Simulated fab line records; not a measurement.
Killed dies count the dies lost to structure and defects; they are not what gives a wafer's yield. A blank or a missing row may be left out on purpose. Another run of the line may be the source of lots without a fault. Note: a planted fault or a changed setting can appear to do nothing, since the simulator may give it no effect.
Chamber matching || flow berkeley cmos170 || rie diel-04 running UCB170_M2_ETCH_17: 4 sister chambers
The step etches BARC in N2/H2. 8 wafers are shown with their chamber, then 7 later ones without.

## WAFERS PAIRED WITH THEIR CHAMBERS
{"wafer": "L306.5", "chamber": 2, "throttle valve pct (%)": 13.40, "drypump motor current A (A)": 5.99}
{"wafer": "L308.2", "chamber": 0, "throttle valve pct (%)": 12.97, "drypump motor current A (A)": 5.69}
{"wafer": "L308.6", "chamber": 3, "throttle valve pct (%)": 13.45, "drypump motor current A (A)": 5.68}
{"wafer": "L309.1", "chamber": 0, "throttle valve pct (%)": 12.96, "drypump motor current A (A)": 5.68}
{"wafer": "L309.2", "chamber": 1, "throttle valve pct (%)": 13.18, "drypump motor current A (A)": 5.84}
{"wafer": "L309.5", "chamber": 1, "throttle valve pct (%)": 13.16, "drypump motor current A (A)": 5.89}
{"wafer": "L312.3", "chamber": 2, "throttle valve pct (%)": 13.41, "drypump motor current A (A)": 6.03}
{"wafer": "L312.4", "chamber": 3, "throttle valve pct (%)": 13.44, "drypump motor current A (A)": 5.67}

## WAFERS WITH NO CHAMBER GIVEN
{"wafer": "L312.5", "throttle valve pct (%)": 13.43, "drypump motor current A (A)": 5.69}
{"wafer": "L314.2", "throttle valve pct (%)": 12.97, "drypump motor current A (A)": 5.68}
{"wafer": "L314.5", "throttle valve pct (%)": 13.43, "drypump motor current A (A)": 5.69}
{"wafer": "L314.6", "throttle valve pct (%)": 13.40, "drypump motor current A (A)": 5.99}
{"wafer": "L326.1", "throttle valve pct (%)": 12.96, "drypump motor current A (A)": 5.70}
{"wafer": "L326.4", "throttle valve pct (%)": 13.45, "drypump motor current A (A)": 5.67}
{"wafer": "L326.5", "throttle valve pct (%)": 12.97, "drypump motor current A (A)": 5.70}

## THE CHAMBER EACH PASSED THROUGH
{"wafer": "L312.5", "from the rows above": 3, "in truth": 3}
{"wafer": "L314.2", "from the rows above": 0, "in truth": 0}
{"wafer": "L314.5", "from the rows above": 3, "in truth": 3}
{"wafer": "L314.6", "from the rows above": 2, "in truth": 2}
{"wafer": "L326.1", "from the rows above": 0, "in truth": 0}
{"wafer": "L326.4", "from the rows above": 3, "in truth": 3}
{"wafer": "L326.5", "from the rows above": 0, "in truth": 0}
Correctly placed: 7 of 7. Can't be placed from these rows: 0. Number placed wrongly: 0.
How it was worked out, from the rows above alone: a wafer's distance from a chamber is the root of the sum, over the readings, of the square of ((its reading less the chamber's mean) divided by the reading's scatter). The wafer belongs to the nearest chamber; if the next one is less than 2 further off, it can't be placed. A chamber's mean is the mean of its shown wafers. How the scatter is found: for the shown wafers, subtract from each reading the mean of its chamber, square and add these, divide the total by (wafers less chambers), then take the root.
